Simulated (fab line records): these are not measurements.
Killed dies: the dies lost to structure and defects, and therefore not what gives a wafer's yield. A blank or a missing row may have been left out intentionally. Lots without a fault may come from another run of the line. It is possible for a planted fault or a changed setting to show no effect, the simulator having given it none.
fab line records	flow berkeley-cmos170	part 1 of 2: steps 1 to 29 of 40
record: lots: 5	wafers: 15	last-day: 11
route steps=331 shown M1@242 V1@254 M2@271
lots that met no fault: taken from a fault-free run of the same line
start-h: the number of hours between the record's first day and the start of the first shown wafer of the lot	wait-h: hours elapsed since this lot's preceding step	" same as the row above	L1.1+2: several wafers, shown together as one row	- either no value or no given start	* or withheld: withheld	< > ~ a bound
route shown NAME@n: NAME is a module with steps in the file, n the number in the route of the first one	usual: mean/standard deviation taken from wafers without a fault	same: alike in all rows	chamber/n: place in a boat	sites: readings site by site	_std_site: the standard deviation of these	_edge_site: inner sites' mean taken away from outer sites' mean	radius-mm: how far each site lies from the wafer's centre	mask NAME#n: copy n	behind: the most recent tool/chamber to have shaped the wafer	hold: what put the lot on hold/how long, in hours/how the hold closed	device: whichever transistor did not switch (one of n, p or np)	end of line: the same wafers' tests at the end of the route	a step without rows: its recipe alone	killed: not the wafer's yield, but the dies lost to structure and defects at the first sort	map: per-die view of a wafer (x killed, . not killed, _ where there is no die)
set.NAME: setting as actually run; set.NAME@STEP: the setting as run at that earlier step	model.NAME: the simulator's own value behind a step, which no gauge read
certain route steps with their lots: each step a table, each wafer a row
services: from which hour (start-h, from the record's first day; less than 0 if before it) a tool's chamber was out of use, for how many hours, and why
== steps ==
step: UCB170_M1_COAT_04
recipe: resist: KrF	spin-rpm: 1500	resist-thk-nm: 900
usual: spin-speed-rpm: 1500.0/0.94
lot.wafer	tool	chamber	start-h	wait-h	spin-speed-rpm
L074.3	litho-track-04	0	-	-	1500.7
L074.4	"	0	"	"	1500.8
L074.5	"	0	"	"	1500.6
L084.2	litho-track-02	0	-	-	1498.8
L084.3	"	0	"	"	1500.0
L084.4	"	0	"	"	1499.8
L088.2	litho-track-02	0	-	-	1500.2
L088.3	"	0	"	"	1500.6
L088.5	"	0	"	"	1500.2
L089.1	litho-track-02	0	-	-	1500.4
L089.3	"	0	"	"	1500.6
L089.5	"	0	"	"	1499.1
L090.3	litho-track-02	0	-	-	1500.2
L090.4	"	0	"	"	1499.1
L090.5	"	0	"	"	1499.5
step: UCB170_M1_SOFTBAKE_05
recipe: resist: KrF	temp-c: 130	time-s: 60
lot.wafer	tool	chamber	start-h	wait-h
L074.3+4+5	litho-track-04	0	-	-
L084.2+3+4	litho-track-02	0	-	-
L088.2+3+5	litho-track-02	0	-	-
L089.1+3+5	litho-track-02	0	-	-
L090.3+4+5	litho-track-02	0	-	-
step: UCB170_M1_EXPOSE_06
recipe: mask-id: METAL1	target-cd-nm: 700	na: 0.5	sigma-outer: 0.6	source-shape: conventional	dose-mj: 21.52
lot.wafer	tool	chamber	start-h	wait-h	mask
L074.3+4+5	krf-scanner-01	0	141.30	-	METAL1#0
L084.2+3+4	krf-scanner-01	0	195.29	-	METAL1#0
L088.2+3+5	krf-scanner-01	0	235.38	-	METAL1#0
L089.1+3+5	krf-scanner-02	0	236.44	-	METAL1#0
L090.3+4+5	krf-scanner-01	0	237.20	-	METAL1#0
step: UCB170_M1_PEB_07
recipe: peb-temp-c: 130	peb-time-s: withheld	resist: KrF
lot.wafer	tool	chamber	start-h	wait-h
L074.3+4+5	litho-track-04	0	141.43	0.1
L084.2+3+4	litho-track-04	0	196.18	0.9
L088.2+3+5	litho-track-04	0	236.04	0.6
L089.1+3+5	litho-track-02	0	237.44	1.0
L090.3+4+5	litho-track-04	0	238.07	0.8
step: UCB170_M1_DEVELOP_08
recipe: developer: TMAH	develop-time-s: 45	resist: KrF	dev-temp-c: 21
lot.wafer	tool	chamber	start-h	wait-h
L074.3+4+5	litho-track-04	0	-	-
L084.2+3+4	litho-track-04	0	-	-
L088.2+3+5	litho-track-04	0	-	-
L089.1+3+5	litho-track-02	0	-	-
L090.3+4+5	litho-track-04	0	-	-
step: UCB170_M1_CD_MEAS_09
recipe: target-cd-nm: 700
usual: cd-nm: 700.2/1.3
lot.wafer	tool	chamber	start-h	wait-h	cd-nm
L074.3	cd-sem-01	-	141.70	-	698.2
L074.4	"	-	"	"	699.0
L074.5	"	-	"	"	698.6
L084.2	cd-sem-02	-	196.45	-	700.9
L084.3	"	-	"	"	700.9
L084.4	"	-	"	"	701.4
L088.2	cd-sem-01	-	236.31	-	697.7
L088.3	"	-	"	"	698.0
L088.5	"	-	"	"	698.3
L089.1	cd-sem-02	-	237.71	-	698.0
L089.3	"	-	"	"	699.9
L089.5	"	-	"	"	699.1
L090.3	cd-sem-02	-	238.33	-	702.8
L090.4	"	-	"	"	700.9
L090.5	"	-	"	"	701.0
step: UCB170_M1_OVL_MEAS_10
usual: M1_OVL: -1/6.2
lot.wafer	tool	chamber	start-h	wait-h	M1_OVL[nm]
L074.3	overlay-02	-	141.79	0.1	5
L074.4	"	-	"	"	-1
L074.5	"	-	"	"	2
L084.2	overlay-02	-	196.56	0.1	-1
L084.3	"	-	"	"	5
L084.4	"	-	"	"	0
L088.2	overlay-02	-	236.42	0.1	10
L088.3	"	-	"	"	7
L088.5	"	-	"	"	9
L089.1	overlay-02	-	237.83	0.1	-1
L089.3	"	-	"	"	2
L089.5	"	-	"	"	4
L090.3	overlay-02	-	238.43	0.1	-1
L090.4	"	-	"	"	1
L090.5	"	-	"	"	5
step: UCB170_M1_ETCH_11
recipe: chemistry: N2/H2	target-depth-a: withheld	overetch-a: withheld	target: BARC	time-s: withheld	source-w: 500	bias-w: 100	pressure-mtorr: 30	n2-flow-sccm: 100	h2-flow-sccm: 200
usual: drypump-motor-current-A: 5.7/0.35	oes-product-au: 0.999/0.02	throttle-valve-pct: 13.32/0.19
lot.wafer	tool	chamber	start-h	wait-h	drypump-motor-current-A	oes-product-au	throttle-valve-pct
L074.3	rie-diel-03	1	141.81	0.0	5.4	1.009	13.23
L074.4	"	3	"	"	6.0	0.974	13.06
L074.5	"	1	"	"	5.4	1.014	13.22
L084.2	rie-diel-01	2	196.59	0.0	5.6	0.993	13.69
L084.3	"	1	"	"	5.7	1.013	13.17
L084.4	"	3	"	"	6.0	0.978	13.36
L088.2	rie-diel-01	2	236.45	0.0	5.6	0.994	13.70
L088.3	"	3	"	"	6.0	0.964	13.36
L088.5	"	2	"	"	5.6	0.994	13.68
L089.1	rie-diel-01	2	237.87	0.0	5.6	0.990	13.69
L089.3	"	1	"	"	5.7	1.019	13.15
L089.5	"	3	"	"	6.0	0.981	13.35
L090.3	rie-diel-03	0	238.45	0.0	5.7	1.015	13.54
L090.4	"	2	"	"	5.6	1.022	13.05
L090.5	"	0	"	"	5.6	1.016	13.55
step: UCB170_M1_METAL_ETCH_12
recipe: chemistry: Cl2/BCl3	target: Al	stop-on: PSG	pressure-mtorr: 12	target-depth-a: 7800	over-etch-frac: 0.3	time-s: 130	icp-w: 600	bias-w: 120	Cl2_flow_sccm: 90	bcl3-flow-sccm: 45
usual: drypump-motor-current-A: 5.8/0.46	oes-product-au: 0.854/0.0099	throttle-valve-pct: 24.44/0.15
lot.wafer	tool	chamber	start-h	wait-h	drypump-motor-current-A	oes-product-au	rf-hours-counter-h	throttle-valve-pct
L074.3	rie-metal-04	0	141.90	-	5.2	0.862	-	24.37
L074.4	"	1	"	"	6.1	0.849	-	24.47
L074.5	"	1	"	"	6.1	0.857	-	24.47
L084.2	rie-metal-04	1	196.63	-	6.1	0.850	8	24.47
L084.3	"	0	"	"	5.2	0.845	-	24.35
L084.4	"	1	"	"	6.1	0.854	-	24.45
L088.2	rie-metal-04	0	236.49	-	5.2	0.855	11	24.36
L088.3	"	1	"	"	6.1	0.848	-	24.47
L088.5	"	0	"	"	5.2	0.862	-	24.37
L089.1	rie-metal-02	1	237.91	-	6.4	0.864	13	24.74
L089.3	"	0	"	"	6.1	0.877	-	24.28
L089.5	"	0	"	"	6.1	0.870	-	24.29
L090.3	rie-metal-02	0	238.54	-	6.1	0.858	-	24.30
L090.4	"	1	"	"	6.4	0.857	-	24.76
L090.5	"	1	"	"	6.4	0.851	-	24.75
step: UCB170_M1_STRIP_13
recipe: chemistry: O2	power-w: 400	pressure-mtorr: 3500	platen-temp-c: withheld	o2-flow-sccm: 400	overash-fraction: 0.5
usual: drypump-motor-current-A: 5.7/0.39	oes-product-au: 0.720/0.0045
same: overash-fraction: 0.5
lot.wafer	tool	chamber	start-h	wait-h	drypump-motor-current-A	oes-product-au	rf-hours-counter-h
L074.3	plasma-asher-02	1	142.02	0.1	6.0	0.720	-
L074.4	"	0	"	"	5.9	0.727	-
L074.5	"	1	"	"	6.0	0.723	-
L084.2	plasma-asher-01	0	196.76	0.1	5.0	0.721	48
L084.3	"	0	"	"	5.0	0.717	-
L084.4	"	1	"	"	5.8	0.719	-
L088.2	plasma-asher-02	0	236.63	0.1	5.9	0.722	54
L088.3	"	1	"	"	6.0	0.725	-
L088.5	"	1	"	"	6.0	0.723	-
L089.1	plasma-asher-01	0	238.04	0.1	5.1	0.714	53
L089.3	"	1	"	"	5.9	0.720	-
L089.5	"	1	"	"	5.8	0.722	-
L090.3	plasma-asher-01	1	238.66	0.1	5.9	0.723	-
L090.4	"	0	"	"	5.0	0.712	-
L090.5	"	0	"	"	5.0	0.711	-
step: UCB170_M1_CD_MEAS_90
recipe: target-cd-nm: 700
usual: cd-nm: 700.3/2.4
lot.wafer	tool	chamber	start-h	wait-h	cd-nm
L074.3	cd-sem-01	-	142.20	0.1	699.6
L074.4	"	-	"	"	703.0
L074.5	"	-	"	"	703.2
L084.2	cd-sem-01	-	196.88	0.1	702.5
L084.3	"	-	"	"	699.6
L084.4	"	-	"	"	704.3
L088.2	cd-sem-02	-	236.75	0.1	696.7
L088.3	"	-	"	"	699.5
L088.5	"	-	"	"	698.0
L089.1	cd-sem-02	-	238.14	0.1	696.7
L089.3	"	-	"	"	699.8
L089.5	"	-	"	"	697.7
L090.3	cd-sem-01	-	238.77	0.1	700.9
L090.4	"	-	"	"	699.0
L090.5	"	-	"	"	700.0
step: UCB170_M1_ANNEAL_14
recipe: temp-c: 400	time-s: 1200	ambient: forming-gas
usual: zone-power-centre-pct: 18.6/1.1
lot.wafer	tool	chamber	start-h	wait-h	zone-power-centre-pct
L074.3	-	-	145.01	2.8	16.4
L074.4	"	-	"	"	16.3
L074.5	"	-	"	"	16.2
L084.2	-	-	198.86	2.0	19.4
L084.3	"	-	"	"	19.4
L084.4	"	-	"	"	19.3
L088.2	-	-	237.33	0.6	19.4
L088.3	"	-	"	"	19.6
L088.5	"	-	"	"	19.1
L089.1	-	-	241.38	3.2	18.1
L089.3	"	-	"	"	18.5
L089.5	"	-	"	"	18.2
L090.3	-	-	241.38	2.6	18.7
L090.4	"	-	"	"	18.0
L090.5	"	-	"	"	18.6
step: UCB170_V1_CVD_00
recipe: material: SiO2	target-thk-nm: 2000	temp-c: 390	precursor: TEOS/O2	time-s: 260.8	rf-w: 550	pressure-mtorr: 9000
usual: heater-power-w: 252/50
lot.wafer	tool	chamber	start-h	wait-h	heater-power-w
L074.3	pecvd-01	2	146.35	0.0	208
L074.4	"	2	"	"	260
L074.5	"	0	"	"	275
L084.2	pecvd-03	1	200.19	0.0	175
L084.3	"	2	"	"	299
L084.4	"	2	"	"	211
L088.2	pecvd-01	1	238.66	0.0	253
L088.3	"	0	"	"	226
L088.5	"	1	"	"	315
L089.1	pecvd-02	2	242.72	0.0	342
L089.3	"	1	"	"	245
L089.5	"	2	"	"	267
L090.3	pecvd-01	0	242.87	0.2	189
L090.4	"	1	"	"	227
L090.5	"	2	"	"	266
step: UCB170_V1_THK_MEAS_01
recipe: reads: SiO2_of_V1_CVD_00
usual: V1_TEOS_THK: 2087/26
lot.wafer	tool	chamber	start-h	wait-h	V1_TEOS_THK[nm]
L074.3	film-metro-04	-	146.52	0.1	2036
L074.4	"	-	"	"	2083
L074.5	"	-	"	"	2129
L084.2	film-metro-04	-	200.38	0.1	2064
L084.3	"	-	"	"	2066
L084.4	"	-	"	"	2125
L088.2	film-metro-04	-	238.83	0.1	2036
L088.3	"	-	"	"	2079
L088.5	"	-	"	"	2096
L089.1	film-metro-01	-	242.87	0.1	2089
L089.3	"	-	"	"	2076
L089.5	"	-	"	"	2098
L090.3	film-metro-01	-	243.11	0.2	2064
L090.4	"	-	"	"	2070
L090.5	"	-	"	"	2114
step: UCB170_V1_CMP_02
recipe: material: SiO2	down-force-psi: 6	platen-rpm: 60	pad-velocity-m-s: 0.75398
usual: edge-zone-pressure-frac: 1.000/0.0045	motor-current-A: 15.9/1.8
lot.wafer	tool	chamber	start-h	wait-h	edge-zone-pressure-frac	motor-current-A
L074.3	cmp-01	3	146.56	0.0	1.001	16.8
L074.4	"	2	"	"	1.000	14.4
L074.5	"	0	"	"	0.996	14.5
L084.4	cmp-01	0	200.43	0.0	1.005	14.1
L084.3	"	2	"	"	0.993	13.9
L084.2	"	3	"	"	1.004	17.1
L088.2	cmp-02	3	238.88	0.0	1.002	14.0
L088.3	"	2	"	"	1.001	17.7
L088.5	"	3	"	"	1.001	14.2
L089.1	cmp-02	1	242.93	0.1	1.003	14.1
L089.3	"	3	"	"	0.996	14.5
L089.5	"	1	"	"	0.997	14.1
L090.4	cmp-02	1	243.58	0.5	0.996	13.8
L090.3	"	2	"	"	0.997	17.5
L090.5	"	0	"	"	1.007	16.8
step: UCB170_V1_BOW_MEAS_03
recipe: mode: bow
usual: V1_BOW: 19/6.3
lot.wafer	tool	chamber	start-h	wait-h	V1_BOW[um]
L074.3	film-metro-02	-	146.90	0.3	9
L074.4	"	-	"	"	19
L074.5	"	-	"	"	13
L084.2	film-metro-02	-	200.75	0.1	30
L084.3	"	-	"	"	13
L084.4	"	-	"	"	27
L088.2	film-metro-04	-	239.20	0.3	14
L088.3	"	-	"	"	9
L088.5	"	-	"	"	20
L089.1	film-metro-01	-	243.23	0.2	16
L089.3	"	-	"	"	19
L089.5	"	-	"	"	9
L090.3	film-metro-01	-	243.87	0.2	19
L090.4	"	-	"	"	22
L090.5	"	-	"	"	27
step: UCB170_V1_THK_MEAS_04
recipe: reads: SiO2_of_V1_CVD_00
usual: V1_POLISHED_THK: 999.6/1.2
lot.wafer	tool	chamber	start-h	wait-h	V1_POLISHED_THK[nm]
L074.3	film-metro-02	-	147.00	0.1	998.5
L074.4	"	-	"	"	998.2
L074.5	"	-	"	"	1000.4
L084.2	film-metro-02	-	200.86	0.1	1000.7
L084.3	"	-	"	"	997.8
L084.4	"	-	"	"	999.9
L088.2	film-metro-04	-	239.31	0.1	999.1
L088.3	"	-	"	"	1000.5
L088.5	"	-	"	"	999.7
L089.1	film-metro-01	-	243.35	0.1	1000.4
L089.3	"	-	"	"	999.0
L089.5	"	-	"	"	1000.6
L090.3	film-metro-01	-	243.97	0.1	1000.2
L090.4	"	-	"	"	998.8
L090.5	"	-	"	"	998.8
step: UCB170_V1_CLEAN_05
recipe: chemistry: DIW
lot.wafer	tool	chamber	start-h	wait-h
L074.3+4+5	wet-bench-03	3	147.04	0.0
L084.2+3+4	wet-bench-03	2	202.70	1.8
L088.2+3+5	wet-bench-02	1	240.38	1.1
L089.1+3+5	wet-bench-03	2	243.47	0.1
L090.3+4+5	wet-bench-03	3	244.01	0.0
step: UCB170_V1_HMDS_06
recipe: prime-time-s: 60	prime-temp-c: 100
lot.wafer	tool	chamber	start-h	wait-h
L074.3+4+5	litho-track-01	0	147.39	0.2
L084.2+3+4	litho-track-03	0	202.90	0.0
L088.2+3+5	litho-track-02	0	240.58	0.0
L089.1+3+5	litho-track-01	0	243.92	0.3
L090.3+4+5	litho-track-02	0	244.68	0.5
step: UCB170_V1_COAT_07
recipe: resist: KrF	spin-rpm: 1500	resist-thk-nm: 900
usual: spin-speed-rpm: 1499.8/0.88
lot.wafer	tool	chamber	start-h	wait-h	spin-speed-rpm
L074.3	litho-track-01	0	147.54	0.1	1499.5
L074.4	"	0	"	"	1499.7
L074.5	"	0	"	"	1498.7
L084.2	litho-track-03	0	203.05	0.1	1500.9
L084.3	"	0	"	"	1501.3
L084.4	"	0	"	"	1500.6
L088.2	litho-track-02	0	240.73	0.1	1499.5
L088.3	"	0	"	"	1498.7
L088.5	"	0	"	"	1500.0
L089.1	litho-track-01	0	244.07	0.1	1498.5
L089.3	"	0	"	"	1501.4
L089.5	"	0	"	"	1499.5
L090.3	litho-track-02	0	244.83	0.1	1498.9
L090.4	"	0	"	"	1499.1
L090.5	"	0	"	"	1500.2
step: UCB170_V1_SOFTBAKE_08
recipe: resist: KrF	temp-c: 130	time-s: 60
lot.wafer	tool	chamber	start-h	wait-h
L074.3+4+5	litho-track-01	0	147.69	0.1
L084.2+3+4	litho-track-03	0	203.20	0.1
L088.2+3+5	litho-track-02	0	240.88	0.1
L089.1+3+5	litho-track-01	0	244.22	0.1
L090.3+4+5	litho-track-02	0	244.98	0.1
step: UCB170_V1_EXPOSE_09
recipe: mask-id: VIA1	target-cd-nm: 700	na: 0.5	sigma-outer: 0.6	source-shape: conventional	dose-mj: 37
lot.wafer	tool	chamber	start-h	wait-h	mask
L074.3+4+5	krf-scanner-02	0	147.83	0.1	VIA1#0
L084.2+3+4	krf-scanner-01	0	203.34	0.1	VIA1#0
L088.2+3+5	krf-scanner-01	0	241.15	0.2	VIA1#0
L089.1+3+5	krf-scanner-02	0	244.49	0.2	VIA1#0
L090.3+4+5	krf-scanner-02	0	245.34	0.3	VIA1#0
step: UCB170_V1_PEB_10
recipe: peb-temp-c: 130	peb-time-s: withheld	resist: KrF
lot.wafer	tool	chamber	start-h	wait-h
L074.3+4+5	litho-track-01	0	148.11	0.3
L084.2+3+4	litho-track-03	0	203.82	0.5
L088.2+3+5	litho-track-03	0	241.27	0.1
L089.1+3+5	litho-track-03	0	245.19	0.7
L090.3+4+5	litho-track-03	0	245.79	0.4
step: UCB170_V1_DEVELOP_11
recipe: developer: TMAH	develop-time-s: 45	resist: KrF	dev-temp-c: 21
lot.wafer	tool	chamber	start-h	wait-h
L074.3+4+5	litho-track-01	0	-	-
L084.2+3+4	litho-track-03	0	-	-
L088.2+3+5	litho-track-03	0	-	-
L089.1+3+5	litho-track-03	0	-	-
L090.3+4+5	litho-track-03	0	-	-
step: UCB170_V1_CD_MEAS_12
recipe: target-cd-nm: 700
usual: cd-nm: 700.0/1.4
lot.wafer	tool	chamber	start-h	wait-h	cd-nm
L074.3	cd-sem-01	-	148.43	-	699.9
L074.4	"	-	"	"	698.9
L074.5	"	-	"	"	699.1
L084.2	cd-sem-02	-	204.09	-	697.8
L084.3	"	-	"	"	699.0
L084.4	"	-	"	"	697.8
L088.2	cd-sem-02	-	241.54	-	700.8
L088.3	"	-	"	"	700.5
L088.5	"	-	"	"	700.5
L089.1	cd-sem-02	-	245.47	-	699.4
L089.3	"	-	"	"	700.2
L089.5	"	-	"	"	699.5
L090.3	cd-sem-02	-	246.06	-	700.5
L090.4	"	-	"	"	698.8
L090.5	"	-	"	"	699.2
step: UCB170_V1_OVL_MEAS_13
usual: V1_OVL: -5/6
lot.wafer	tool	chamber	start-h	wait-h	V1_OVL[nm]
L074.3	overlay-01	-	148.52	0.1	1
L074.4	"	-	"	"	-8
L074.5	"	-	"	"	-3
L084.2	overlay-02	-	204.19	0.1	-10
L084.3	"	-	"	"	-10
L084.4	"	-	"	"	-10
L088.2	overlay-01	-	241.64	0.1	5
L088.3	"	-	"	"	0
L088.5	"	-	"	"	-7
L089.1	overlay-01	-	245.59	0.1	-3
L089.3	"	-	"	"	-8
L089.5	"	-	"	"	0
L090.3	overlay-01	-	246.15	0.1	-3
L090.4	"	-	"	"	-11
L090.5	"	-	"	"	-3
step: UCB170_V1_ETCH_14
recipe: chemistry: CHF3/CF4/Ar	target: SiO2	stop-on: Al	CHF3_flow_sccm: 45	cf4-flow-sccm: 15	Ar_flow_sccm: 150	pressure-mtorr: 200	rf-w: 700	target-depth-a: 12500	over-etch-frac: 0.25	time-s: 291
usual: drypump-motor-current-A: 5.7/0.41	oes-product-au: 0.873/0.011	throttle-valve-pct: 6.95/0.097
lot.wafer	tool	chamber	start-h	wait-h	drypump-motor-current-A	oes-product-au	rf-hours-counter-h	throttle-valve-pct
L074.3	rie-diel-02	2	148.54	0.0	6.3	0.893	151	6.90
L074.4	"	3	"	"	5.7	0.893	66	6.99
L074.5	"	3	"	"	5.7	0.877	-	7.01
L084.2	rie-diel-02	2	204.22	0.0	6.3	0.869	0	6.92
L084.3	"	0	"	"	5.6	0.868	21	7.09
L084.4	"	3	"	"	5.7	0.882	69	7.01
L088.2	rie-diel-02	0	241.67	0.0	5.6	0.870	23	7.07
L088.3	"	2	"	"	6.3	0.870	2	6.93
L088.5	"	0	"	"	5.6	0.879	-	7.05
L089.1	rie-diel-03	2	245.62	0.0	5.6	0.881	115	6.81
L089.3	"	1	"	"	5.4	0.879	18	6.94
L089.5	"	2	"	"	5.6	0.876	-	6.77
L090.3	rie-diel-03	1	246.17	0.0	5.4	0.879	18	6.94
L090.4	"	2	"	"	5.6	0.879	115	6.80
L090.5	"	2	"	"	5.6	0.872	-	6.79
step: UCB170_V1_STRIP_15
recipe: chemistry: O2	power-w: 400	pressure-mtorr: 3500	platen-temp-c: withheld	o2-flow-sccm: 400	overash-fraction: 0.5
usual: drypump-motor-current-A: 5.6/0.34	oes-product-au: 0.722/0.0046	strip-time-to-endpoint-s: 15.37/0.13
same: overash-fraction: 0.5
lot.wafer	tool	chamber	start-h	wait-h	drypump-motor-current-A	oes-product-au	rf-hours-counter-h	strip-time-to-endpoint-s
L074.3	plasma-asher-01	0	148.75	0.1	5.0	0.718	-	15.34
L074.4	"	1	"	"	5.9	0.726	-	15.60
L074.5	"	0	"	"	5.0	0.722	-	15.57
L084.2	plasma-asher-01	0	204.40	0.1	5.0	0.726	49	15.78
L084.3	"	1	"	"	5.8	0.722	-	15.39
L084.4	"	0	"	"	5.0	0.725	-	15.60
L088.2	plasma-asher-02	1	241.85	0.1	6.0	0.719	55	15.29
L088.3	"	0	"	"	5.9	0.720	-	15.47
L088.5	"	1	"	"	6.0	0.719	-	15.24
L089.1	plasma-asher-04	1	245.80	0.1	5.4	0.720	13	15.29
L089.3	"	1	"	"	5.4	0.718	-	15.37
L089.5	"	0	"	"	5.4	0.722	-	15.26
L090.3	plasma-asher-01	0	246.38	0.1	5.1	0.726	-	15.32
L090.4	"	1	"	"	5.9	0.724	-	15.35
L090.5	"	1	"	"	5.9	0.726	-	15.26
step: UCB170_V1_CD_MEAS_90
recipe: target-cd-nm: 700
usual: cd-nm: 700.1/1.6
lot.wafer	tool	chamber	start-h	wait-h	cd-nm
L074.3	cd-sem-01	-	148.86	0.1	699.4
L074.4	"	-	"	"	699.2
L074.5	"	-	"	"	699.7
L084.2	cd-sem-02	-	204.52	0.1	698.9
L084.3	"	-	"	"	696.9
L084.4	"	-	"	"	697.7
L088.2	cd-sem-01	-	241.97	0.1	700.0
L088.3	"	-	"	"	701.5
L088.5	"	-	"	"	700.4
L089.1	cd-sem-01	-	245.90	0.1	698.5
L089.3	"	-	"	"	699.2
L089.5	"	-	"	"	698.4
L090.3	cd-sem-01	-	246.49	0.1	700.2
L090.4	"	-	"	"	698.3
L090.5	"	-	"	"	698.4
